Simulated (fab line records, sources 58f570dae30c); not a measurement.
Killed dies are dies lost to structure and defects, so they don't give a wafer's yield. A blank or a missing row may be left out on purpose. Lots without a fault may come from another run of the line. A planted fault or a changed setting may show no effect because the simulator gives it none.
Chamber matching | flow berkeley_cmos170 | UCB170_PWELL_ETCH_14 on rie_diel-03: 4 sister chambers
The step etches Si3N4 in CH3F/Ar/O2, stops on SiO2, target depth 242 nm, time 153.4 s. 14 wafers are shown with their chamber, then 7 later ones without.

WAFERS WITH THEIR CHAMBER
wafer  | chamber | drypump_motor_current_A (A) | throttle_valve_pct (%) | oes_product_au (a.u.)
L356.1 | 3       | 5.3                         | 7.95                   | 0.941
L356.2 | 2       | 5.2                         | 8.14                   | 0.958
L356.4 | 0       | 4.7                         | 8.00                   | 0.950
L357.3 | 2       | 5.2                         | 8.13                   | 0.958
L357.4 | 0       | 4.7                         | 8.00                   | 0.953
L357.6 | 2       | 5.2                         | 8.12                   | 0.943
L360.3 | 2       | 5.2                         | 8.13                   | 0.955
L360.4 | 0       | 4.7                         | 8.04                   | 0.951
L360.6 | 0       | 4.8                         | 8.00                   | 0.964
L364.1 | 1       | 5.1                         | 7.95                   | 0.916
L364.2 | 3       | 5.3                         | 7.93                   | 0.926
L364.3 | 0       | 4.8                         | 8.02                   | 0.958
L366.1 | 3       | 5.3                         | 7.95                   | 0.926
L366.2 | 0       | 4.7                         | 8.00                   | 0.944

SIGNATURES (means of the wafers above)
reading                 | chamber 0 | chamber 1 | chamber 2 | chamber 3 | scatter within a chamber
drypump_motor_current_A | 4.733     | 5.100     | 5.200     | 5.300     | 0.0365
throttle_valve_pct      | 8.0100    | 7.9500    | 8.1300    | 7.9433    | 0.0137
oes_product_au          | 0.95333   | 0.91600   | 0.95350   | 0.93100   | 0.00736
Rule: a wafer's distance from a chamber is the root of the sum, over the readings, of the square of ((its reading less the chamber's mean) divided by the reading's scatter). The wafer belongs to the nearest chamber; if the next one is less than 2 further off, it can't be placed. The scatter: the root of (the sum of the squares of (reading less its chamber's mean) over the shown wafers, divided by (wafers less chambers)).

WAFERS WITHOUT THEIR CHAMBER
wafer  | drypump_motor_current_A (A) | throttle_valve_pct (%) | oes_product_au (a.u.)
L366.3 | 5.1                         | 7.94                   | 0.921
L368.2 | 4.7                         | 8.01                   | 0.955
L368.4 | 5.2                         | 8.11                   | 0.943
L368.5 | 5.3                         | 8.12                   | 0.948
L375.4 | 4.8                         | 8.00                   | 0.953
L375.5 | 5.0                         | 7.96                   | 0.926
L375.6 | 4.7                         | 8.00                   | 0.966

WHICH CHAMBER EACH WENT THROUGH
wafer  | from the rows above | in truth
L366.3 | 1                   | 1
L368.2 | 0                   | 0
L368.4 | 2                   | 2
L368.5 | 2                   | 2
L375.4 | 0                   | 0
L375.5 | 1                   | 1
L375.6 | 0                   | 0
Placed correctly: 7 of 7. Can't be placed from these rows: 0. Placed wrongly: 0.
